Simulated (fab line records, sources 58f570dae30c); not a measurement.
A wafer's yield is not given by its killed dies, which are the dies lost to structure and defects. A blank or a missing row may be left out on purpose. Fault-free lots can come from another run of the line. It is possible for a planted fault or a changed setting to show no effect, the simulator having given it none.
Which tool did it? :: flow berkeley-cmos170 :: route of 331 steps, sampled at 1 step: 7 lots, 21 wafers

== WHAT THE GAUGES READ, wafer by wafer ==
UCB170_GATE_THK_MEAS_05.
lot: L910
measured: day 7 07:06
on: film-metro-04
GATE_POLY_THK (nm): 211.6 210.3 212.3

lot: L913
measured: day 7 21:23
on: film-metro-01
GATE_POLY_THK (nm): 214.5 214.2 212.5

lot: L917
measured: day 8 22:08
on: film-metro-03
GATE_POLY_THK (nm): 211.2 212.9 211.9

lot: L922
measured: day 10 04:39
on: film-metro-04
GATE_POLY_THK (nm): 214.5 215.9 215.0

lot: L923
measured: day 10 04:43
on: film-metro-04
GATE_POLY_THK (nm): 211.7 211.8 211.0

lot: L927
measured: day 10 18:07
on: film-metro-03
GATE_POLY_THK (nm): 213.2 214.0 213.9

lot: L929
measured: day 11 20:55
on: film-metro-01
GATE_POLY_THK (nm): 213.2 215.1 213.1

== WHAT TOOL EACH LOT RAN ON (gives the tool, then ch and the chambers of the sampled wafers, and finally the start) ==
The record holds no process step before these readings.

== THE ANSWER, worked out from the rows above alone ==
Rule: usual is defined by the lots themselves. Put in order of their means at a reading, lots are off if they are a third of the lots or fewer, leave a main group of 4 or more, and stand apart from it by a gap of 3 or more times the standard deviation of the main group's means; of several such gaps the widest counts. A main group is skipped when, at the precision printed for the reading in the tables above, its means are all equal. Also off: a lot with no number at a reading for which 4 or more lots have one. The other lots that the step has rows for count as sound.
No lot is off at any reading shown: from this, nothing can be told.

== WHAT THE SIMULATOR PUT IN ==
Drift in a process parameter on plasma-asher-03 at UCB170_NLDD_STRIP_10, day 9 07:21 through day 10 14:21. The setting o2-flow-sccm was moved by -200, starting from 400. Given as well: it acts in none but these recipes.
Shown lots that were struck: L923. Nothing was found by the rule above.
